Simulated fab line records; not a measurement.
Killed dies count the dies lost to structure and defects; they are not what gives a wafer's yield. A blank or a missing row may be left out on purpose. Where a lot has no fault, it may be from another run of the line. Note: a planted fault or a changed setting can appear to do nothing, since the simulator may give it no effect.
A sampling plan put to the test ; flow berkeley cmos170 ; one fab line, 29 faults that these records tell of, each judged on the records of the lots that it struck
What counts as the plan is the set of the line's own looks, namely the steps on the route at which a gauge or an inspection reads a wafer and does not change it. Where struck wafers have a number at a look and the file lists that look's usual mean and standard deviation on fault-free wafers, the look can be judged. Caught: a look later than the fault's first step finds the struck wafers' mean 4 or more of those standard deviations (sigma) from the usual mean. On the tool: the same test on the tool's own readings at the fault's steps. It also counts as caught if the struck wafers ran another recipe or if their record alone is blank.

THE FAULTS, as the simulator had put them in
1. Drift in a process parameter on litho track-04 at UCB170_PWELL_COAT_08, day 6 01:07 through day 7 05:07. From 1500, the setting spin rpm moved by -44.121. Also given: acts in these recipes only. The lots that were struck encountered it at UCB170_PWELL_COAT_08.
2. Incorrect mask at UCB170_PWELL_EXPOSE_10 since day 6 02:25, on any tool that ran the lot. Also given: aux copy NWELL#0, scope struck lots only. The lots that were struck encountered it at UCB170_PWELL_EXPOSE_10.
3. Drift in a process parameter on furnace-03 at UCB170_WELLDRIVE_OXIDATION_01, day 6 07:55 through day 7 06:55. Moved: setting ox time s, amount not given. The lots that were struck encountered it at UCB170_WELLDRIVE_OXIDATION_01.
4. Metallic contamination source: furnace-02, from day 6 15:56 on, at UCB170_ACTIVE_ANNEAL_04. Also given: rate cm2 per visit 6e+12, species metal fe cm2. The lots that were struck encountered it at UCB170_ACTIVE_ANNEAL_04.
5. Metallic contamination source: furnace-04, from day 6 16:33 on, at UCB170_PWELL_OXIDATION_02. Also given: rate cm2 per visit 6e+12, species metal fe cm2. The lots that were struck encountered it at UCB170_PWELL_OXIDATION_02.
6. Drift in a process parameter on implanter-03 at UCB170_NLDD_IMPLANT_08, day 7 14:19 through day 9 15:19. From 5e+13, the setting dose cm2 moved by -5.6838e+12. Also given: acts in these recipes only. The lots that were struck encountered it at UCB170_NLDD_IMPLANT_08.
7. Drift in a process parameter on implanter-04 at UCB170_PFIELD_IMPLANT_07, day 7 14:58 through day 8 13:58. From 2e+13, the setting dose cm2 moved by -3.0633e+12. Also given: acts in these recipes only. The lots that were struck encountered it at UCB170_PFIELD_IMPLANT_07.
8. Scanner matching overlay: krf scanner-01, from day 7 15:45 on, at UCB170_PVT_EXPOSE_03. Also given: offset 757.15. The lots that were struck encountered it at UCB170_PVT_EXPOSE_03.
9. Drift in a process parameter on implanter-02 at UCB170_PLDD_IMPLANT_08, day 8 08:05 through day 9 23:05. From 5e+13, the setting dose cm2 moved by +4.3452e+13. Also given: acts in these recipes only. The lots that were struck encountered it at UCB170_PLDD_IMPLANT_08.
10. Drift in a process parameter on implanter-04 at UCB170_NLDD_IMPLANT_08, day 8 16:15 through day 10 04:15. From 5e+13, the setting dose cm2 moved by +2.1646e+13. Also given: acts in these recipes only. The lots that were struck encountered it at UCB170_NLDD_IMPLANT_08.
11. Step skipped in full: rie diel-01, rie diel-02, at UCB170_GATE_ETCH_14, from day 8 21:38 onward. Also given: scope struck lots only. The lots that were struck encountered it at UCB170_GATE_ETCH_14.
12. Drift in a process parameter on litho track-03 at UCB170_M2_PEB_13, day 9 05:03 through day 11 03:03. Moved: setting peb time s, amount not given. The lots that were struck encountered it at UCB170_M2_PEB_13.
13. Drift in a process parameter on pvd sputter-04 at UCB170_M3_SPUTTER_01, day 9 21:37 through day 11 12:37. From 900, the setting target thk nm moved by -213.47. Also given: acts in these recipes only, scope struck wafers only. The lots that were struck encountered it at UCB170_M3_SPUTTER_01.
14. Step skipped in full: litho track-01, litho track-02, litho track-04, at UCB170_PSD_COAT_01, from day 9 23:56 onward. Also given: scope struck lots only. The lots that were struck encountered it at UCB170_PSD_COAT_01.
15. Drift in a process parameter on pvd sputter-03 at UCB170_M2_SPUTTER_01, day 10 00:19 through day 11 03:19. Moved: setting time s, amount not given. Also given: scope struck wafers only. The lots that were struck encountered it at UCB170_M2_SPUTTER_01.
16. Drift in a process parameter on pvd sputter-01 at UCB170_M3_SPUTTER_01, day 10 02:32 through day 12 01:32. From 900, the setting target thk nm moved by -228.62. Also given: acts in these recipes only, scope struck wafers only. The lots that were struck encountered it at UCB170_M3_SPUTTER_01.
17. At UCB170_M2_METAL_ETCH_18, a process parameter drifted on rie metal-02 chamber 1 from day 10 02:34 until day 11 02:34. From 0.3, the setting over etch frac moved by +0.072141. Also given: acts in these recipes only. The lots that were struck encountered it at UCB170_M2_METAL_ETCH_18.
18. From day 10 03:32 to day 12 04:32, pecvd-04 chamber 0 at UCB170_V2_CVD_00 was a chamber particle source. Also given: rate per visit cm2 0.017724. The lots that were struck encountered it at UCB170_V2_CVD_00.
19. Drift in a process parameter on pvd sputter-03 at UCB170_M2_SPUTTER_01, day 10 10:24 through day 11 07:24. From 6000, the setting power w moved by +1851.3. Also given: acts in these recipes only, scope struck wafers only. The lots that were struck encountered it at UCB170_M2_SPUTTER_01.
20. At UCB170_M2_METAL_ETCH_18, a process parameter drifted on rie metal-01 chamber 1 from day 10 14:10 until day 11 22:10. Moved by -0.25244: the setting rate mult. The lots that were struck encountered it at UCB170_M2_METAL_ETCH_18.
21. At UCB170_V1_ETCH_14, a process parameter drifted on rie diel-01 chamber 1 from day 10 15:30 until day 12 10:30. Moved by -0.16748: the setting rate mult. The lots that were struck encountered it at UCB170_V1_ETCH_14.
22. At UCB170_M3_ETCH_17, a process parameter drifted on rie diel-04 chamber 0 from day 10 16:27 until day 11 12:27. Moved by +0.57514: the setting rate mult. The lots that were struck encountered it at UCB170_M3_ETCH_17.
23. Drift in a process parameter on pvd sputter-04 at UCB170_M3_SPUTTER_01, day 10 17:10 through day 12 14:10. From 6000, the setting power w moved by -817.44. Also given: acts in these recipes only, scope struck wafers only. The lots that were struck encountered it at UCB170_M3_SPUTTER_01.
24. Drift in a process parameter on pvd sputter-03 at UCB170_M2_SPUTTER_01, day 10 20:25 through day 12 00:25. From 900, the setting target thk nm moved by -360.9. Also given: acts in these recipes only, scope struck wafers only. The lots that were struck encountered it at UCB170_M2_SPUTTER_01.
25. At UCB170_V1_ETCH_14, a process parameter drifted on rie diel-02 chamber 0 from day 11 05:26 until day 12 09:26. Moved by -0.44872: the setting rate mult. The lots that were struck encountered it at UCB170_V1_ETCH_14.
26. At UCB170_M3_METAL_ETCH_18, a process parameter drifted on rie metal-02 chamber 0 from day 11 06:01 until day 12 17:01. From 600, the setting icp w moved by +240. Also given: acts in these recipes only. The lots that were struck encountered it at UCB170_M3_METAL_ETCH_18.
27. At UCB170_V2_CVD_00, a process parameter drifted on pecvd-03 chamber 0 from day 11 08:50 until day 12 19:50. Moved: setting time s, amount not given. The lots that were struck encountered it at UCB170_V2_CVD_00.
28. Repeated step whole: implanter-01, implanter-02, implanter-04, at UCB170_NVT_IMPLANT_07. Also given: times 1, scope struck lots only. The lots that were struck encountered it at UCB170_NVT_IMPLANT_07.
29. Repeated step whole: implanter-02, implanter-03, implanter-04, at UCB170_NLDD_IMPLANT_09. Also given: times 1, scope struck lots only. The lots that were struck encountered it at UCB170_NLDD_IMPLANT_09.

WHAT THE PLAN SAW
fault;on the tool itself;first look that catches it;reading, sigma;median hours from its first step to that look;hours from the fault's start to the first struck lot there;judged looks passed uncaught
1;spin speed rpm -48 sigma;no look after it can be judged;-;-;-;0
2;under 2 sigma;UCB170_PWELL_TW_MEAS_17;PWELL_TW -99 or beyond;1.0;1;0
3;under 2 sigma;UCB170_WELLDRIVE_THK_MEAS_02;WELLDRIVE_OXIDE_THK +5.9;3.5;1;0
4;under 2 sigma;none of the 7 looks that can be judged after it;-;-;-;7
5;under 2 sigma;none of the 6 looks that can be judged after it;-;-;-;6
6;dose ions cm2 -99 or beyond sigma;UCB170_SDANNEAL_RS_MEAS_05;NLDD_RS +15;11.1;11;2
7;dose ions cm2 -99 or beyond sigma;UCB170_PFIELD_TW_MEAS_09;PFIELD_TW -6.4;0.2;7;0
8;no reading that can be judged;UCB170_PVT_OVL_MEAS_06;PVT_OVL +99 or beyond;0.8;5;0
9;dose ions cm2 +99 or beyond sigma;UCB170_PLDD_TW_MEAS_11;PLDD_TW +16;0.4;4;0
10;dose ions cm2 +99 or beyond sigma;UCB170_NLDD_TW_MEAS_11;NLDD_TW +6.4;0.4;1;0
11;the tool's record is blank for the struck wafers;no look after it can be judged;-;-;-;0
12;heater power total W +38 sigma;none of the 2 looks that can be judged after it;strongest: cd nm at UCB170_M2_CD_MEAS_15, +3.0;-;-;2
13;under 2 sigma;UCB170_M3_RS_MEAS_02;M3_AL_RS +23;0.1;2;0
14;the tool's record is blank for the struck wafers;not the one look that can be judged after it;-;-;-;1
15;only faintly: throttle valve pct -2.0 sigma;UCB170_M2_RS_MEAS_02;M2_AL_RS +59;0.1;16;0
16;under 2 sigma;UCB170_M3_RS_MEAS_02;M3_AL_RS +26;0.1;1;0
17;only faintly: oes product au -2.5 sigma;no look after it can be judged;-;-;-;0
18;under 2 sigma;no look after it can be judged;-;-;-;0
19;cathode dc power W +99 or beyond sigma;UCB170_M2_RS_MEAS_02;M2_AL_RS -20;0.1;6;0
20;under 2 sigma;not the one look that can be judged after it;strongest: cd nm at UCB170_M2_CD_MEAS_90, +3.4;-;-;1
21;under 2 sigma;no look after it can be judged;-;-;-;0
22;oes product au +19 sigma;no look after it can be judged;-;-;-;0
23;cathode dc power W -99 or beyond sigma;UCB170_M3_RS_MEAS_02;M3_AL_RS +12;0.1;4;0
24;under 2 sigma;UCB170_M2_RS_MEAS_02;M2_AL_RS +57;0.1;5;0
25;oes product au -12 sigma;no look after it can be judged;-;-;-;0
26;rf fwd power W +99 or beyond sigma;UCB170_M3_CD_MEAS_90;cd nm -4.1;0.3;23;0
27;run length s +44 sigma;UCB170_V2_THK_MEAS_01;V2_TEOS_THK +8.0;0.2;6;0
28;no reading that can be judged;UCB170_NVT_TW_MEAS_09;NVT_TW +26;0.9;-;0
29;no reading that can be judged;UCB170_NLDD_TW_MEAS_11;NLDD_TW +13;0.7;-;0
A dash: the fault isn't caught, or these records don't give the number.

Caught at a look: 17 of 29. Caught on the tool: 14 of 29. By one or the other: 23 of 29.
Faults 1, 11, 12, 14, 22, 25 were caught on the tool alone.
Caught at a look alone: faults 2, 3, 8, 13, 15, 16, 24, 28, 29.
Caught by neither: faults 4, 5, 17, 18, 20, 21.

THINNER SAMPLING
If the look that catches a fault measured only every second or every third lot, by lot number, the first struck lot would be measured this late in the worst case:
fault;struck lots at that look, in order of time;every lot;every second lot;every third lot
2;L750;1 h;may miss it;may miss it
3;L539, L542, L541;1 h;6 h;may miss all 3
6;L974, L980;11 h;may miss all 2;may miss all 2
7;L919, L921;7 h;may miss all 2;may miss all 2
8;L902, L903, L901, L904;5 h;5 h;9 h
9;L294, L298;4 h;may miss all 2;may miss all 2
10;L617, L624;1 h;26 h;may miss all 2
13;L849;2 h;may miss it;may miss it
15;L445;16 h;may miss it;may miss it
16;L860, L862;1 h;may miss all 2;may miss all 2
19;L102, L104;6 h;may miss all 2;may miss all 2
23;L757;4 h;may miss it;may miss it
24;L143, L144;5 h;15 h;may miss all 2
26;L413;23 h;may miss it;may miss it
27;L912, L913;6 h;15 h;may miss all 2
Hours count from the start of the fault until the first struck lot that is measured. The limit of 4 sigma was tested on all struck wafers together, so one lot alone may lie under it. Other struck lots may not be in these records.

THE LONGEST TIMED WAY FROM STEP TO LOOK
For fault 6, UCB170_NLDD_IMPLANT_08 and UCB170_SDANNEAL_RS_MEAS_05 are separated by a median of 11.1 hours. The looks between them that can be judged stayed within 4 sigma: UCB170_SPACER_THK_MEAS_01, UCB170_PSD_TW_MEAS_10.
